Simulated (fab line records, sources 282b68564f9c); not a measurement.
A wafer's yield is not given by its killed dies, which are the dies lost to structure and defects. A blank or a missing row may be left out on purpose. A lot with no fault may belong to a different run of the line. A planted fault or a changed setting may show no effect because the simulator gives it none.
Which tool did it? | flow rit-cmos | Sampling: 14 lots, 42 wafers, 2 of 202 route steps

== WHAT EACH GAUGE READ, for each wafer ==
The record holds no reading of a measuring or inspecting step that can be judged against a usual standard deviation.

== WHAT TOOL EACH LOT RAN ON (gives the tool, then ch and the chambers of the sampled wafers, and finally the start) ==
lot  | RIT_NSD_DEVELOP_05               | RIT_M1_PROBE_99
L593 | litho-track-03 ch 0, day 3 05:00 | prober-01, day 3 15:22
L594 | litho-track-03 ch 0, day 3 11:00 | prober-02, day 3 22:06
L595 | litho-track-03 ch 0, day 3 14:00 | prober-01, day 4 03:09
L596 | litho-track-03 ch 0, day 3 20:00 | prober-02, day 4 06:58
L597 | litho-track-02 ch 0, day 4 00:00 | prober-01, day 4 10:49
L599 | litho-track-02 ch 0, day 4 11:00 | prober-01, day 4 21:29
L601 | litho-track-02 ch 0, day 4 21:00 | prober-01, day 5 07:14
L602 | litho-track-03 ch 0, day 5 00:00 | prober-02, day 5 11:05
L606 | litho-track-03 ch 0, day 5 20:00 | prober-01, day 6 07:00
L607 | litho-track-02 ch 0, day 6 01:00 | prober-02, day 6 11:31
L608 | litho-track-03 ch 0, day 6 06:00 | prober-01, day 6 16:31
L612 | litho-track-02 ch 0, day 7 02:00 | prober-01, day 7 12:28
L614 | litho-track-02 ch 0, day 7 12:00 | prober-01, day 7 22:32
L615 | litho-track-02 ch 0, day 7 20:00 | prober-02, day 8 06:20
- RIT_NSD_DEVELOP_05: develop time 50 s.
- RIT_M1_PROBE_99

== WHAT THE TOOLS THEMSELVES READ (means of the sampled wafers that have a number; where no wafer has one, the mark that the record gives instead) ==
RIT_NSD_DEVELOP_05. Usual: chill-plate-temp-C 22.98 C, standard deviation 0.09; developer-temp-C 23.01 C, standard deviation 0.11; resist-line-temp-C 23.03 C, standard deviation 0.11.
lot  | tool           | chill-plate-temp-C (C) | developer-temp-C (C) | resist-line-temp-C (C) | flag
L593 | litho-track-03 | 22.88                  | 22.96                | 23.00                  |
L594 | litho-track-03 | 23.03                  | 23.06                | 23.04                  |
L595 | litho-track-03 | 22.98                  | 22.97                | 23.17                  |
L596 | litho-track-03 | 22.98                  | 22.97                | 22.96                  |
L597 | litho-track-02 | 22.99                  | 23.06                | 22.98                  |
L599 | litho-track-02 | 22.94                  | 23.09                | 23.05                  |
L601 | litho-track-02 | 23.02                  | 22.85                | 23.03                  |
L602 | litho-track-03 | 23.04                  | 22.77                | 23.02                  |
L606 | litho-track-03 | 23.01                  | 20.62                | 22.98                  | OFF
L607 | litho-track-02 | 23.07                  | 23.03                | 23.09                  |
L608 | litho-track-03 | 22.90                  | 20.69                | 22.97                  | OFF
L612 | litho-track-02 | 22.93                  | 23.14                | 22.96                  |
L614 | litho-track-02 | 22.94                  | 23.07                | 23.03                  |
L615 | litho-track-02 | 23.08                  | 22.88                | 23.11                  |

RIT_M1_PROBE_99. Usual: killed_at_M0_to_M3 0.0, standard deviation 0.12; killed-at-contacts 0.1, standard deviation 0.23; killed-at-front-end 7, standard deviation 3.1; killed-dies 7, standard deviation 3.1; killed-open 3.4, standard deviation 2.1; killed-short 3.5, standard deviation 2.
lot  | tool      | killed_at_M0_to_M3 | killed-at-contacts | killed-at-front-end | killed-dies | killed-open | killed-short | flag
L593 | prober-01 | 0.0                | 0.0                | 5                   | 5           | 2.7         | 2.7          |
L594 | prober-02 | 0.0                | 0.0                | 10                  | 10          | 4.3         | 5.3          |
L595 | prober-01 | 0.0                | 0.0                | 6                   | 6           | 4.3         | 1.3          |
L596 | prober-02 | 0.0                | 0.0                | 9                   | 9           | 2.7         | 6.3          |
L597 | prober-01 | 0.0                | 0.0                | 7                   | 7           | 2.7         | 4.0          |
L599 | prober-01 | 0.0                | 0.0                | 5                   | 5           | 3.3         | 2.0          |
L601 | prober-01 | 0.0                | 0.0                | 9                   | 9           | 3.3         | 5.7          |
L602 | prober-02 | 0.0                | 0.3                | 9                   | 9           | 3.7         | 5.3          |
L606 | prober-01 | 0.0                | 0.0                | 7                   | 7           | 4.3         | 2.7          |
L607 | prober-02 | 0.3                | 0.0                | 6                   | 6           | 3.3         | 3.0          |
L608 | prober-01 | 0.0                | 0.3                | 13                  | 13          | 6.3         | 7.0          |
L612 | prober-01 | 0.0                | 0.0                | 8                   | 8           | 4.7         | 3.7          |
L614 | prober-01 | 0.0                | 0.3                | 7                   | 7           | 3.0         | 4.0          |
L615 | prober-02 | 0.0                | 0.0                | 7                   | 7           | 3.3         | 3.3          |

== THE ANSWER, worked out from the rows above alone ==
Rule: a lot counts as off when the mean over its wafers that have a number is more than 3 standard deviations away from the usual mean. A lot without any number at a reading at which 4 lots or more have one is off too. The other lots that the step has rows for count as sound. After the gauges, taken in route order, come the tools' own readings; for these a lot's mean is taken, as printed above. The first step at which some lot is off is used, and at that step the reading that is off furthest; a lot without a number counts as furthest.
Off at RIT_NSD_DEVELOP_05 (developer-temp-C): L606, L608.
If a tool, at that step or one of the process steps before it, ran each lot that is off and ran no sound lot following the first of them, it fits. One fits: RIT_NSD_DEVELOP_05 on litho-track-03. Its last sound lot is L602 (day 5 00:00), its first lot that is off L606 (day 5 20:00): a fault that began between those two fits.
The tool's own readings at RIT_NSD_DEVELOP_05 bear it out: on the lots that are off they differ by more than 5 times the standard deviation of the sound lots' means. developer-temp-C reads 20.66 C there against 22.99 C on the sound lots.

== WHAT THE SIMULATOR HAD INSERTED ==
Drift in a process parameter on litho-track-03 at RIT_NSD_DEVELOP_05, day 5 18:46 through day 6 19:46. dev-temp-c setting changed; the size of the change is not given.
Lots struck among those shown: L606, L608. The rule given above showed the same thing.
